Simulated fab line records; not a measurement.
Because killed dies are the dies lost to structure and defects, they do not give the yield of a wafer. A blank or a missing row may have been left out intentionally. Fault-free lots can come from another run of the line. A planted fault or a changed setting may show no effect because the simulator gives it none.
What tool caused it? ; flow rit cmos ; 7 lots with 21 wafers sampled at 2 steps, on a route of 202 steps

## WHAT THE GAUGES READ, wafer by wafer
RIT_FOX1_THK_MEAS_01.
lot;measured;on;FOX1_OXIDE_THK (nm)
L716;day 1 23:55;film metro-01;360 359 355
L718;day 2 09:29;film metro-02;345 347 341
L720;day 2 20:32;film metro-02;344 348 354
L729;day 4 15:52;film metro-02;348 350 351
L732;day 5 07:09;film metro-03;337 346 343
L735;day 5 22:34;film metro-01;346 353 351
L737;day 6 09:23;film metro-02;352 354 353

## WHICH TOOL RAN EACH LOT (tool, then ch and the chambers of the sampled wafers, then the start)
lot;RIT_FOX1_OXIDATION_00
L716;furnace-04 ch 0, day 1 22:37
L718;furnace-04 ch 0, day 2 08:10
L720;furnace-03 ch 0, day 2 19:12
L729;furnace-01 ch 0, day 4 14:33
L732;furnace-03 ch 0, day 5 05:50
L735;furnace-03 ch 0, day 5 21:15
L737;furnace-01 ch 0, day 6 08:04
- RIT_FOX1_OXIDATION_00: target thk 350.7 nm, ox time 1130 s.

## THE ANSWER, worked out from the rows above alone
Rule: the lots themselves supply what counts as usual. Put in order of their means at a reading, lots are off if they are a third of the lots or fewer, leave a main group of 4 or more, and stand apart from it by a gap of 3 or more times the standard deviation of the main group's means; of several such gaps the widest counts. The tables above print the reading to a certain number of digits; a main group whose means all agree to those digits is not used. A lot without any number at a reading at which 4 lots or more have one is off too. Where the step has rows for the other lots, those lots are counted as sound.
Nothing can be told from this: no lot is off at any reading shown.

## WHAT HAD BEEN PUT IN BY THE SIMULATOR
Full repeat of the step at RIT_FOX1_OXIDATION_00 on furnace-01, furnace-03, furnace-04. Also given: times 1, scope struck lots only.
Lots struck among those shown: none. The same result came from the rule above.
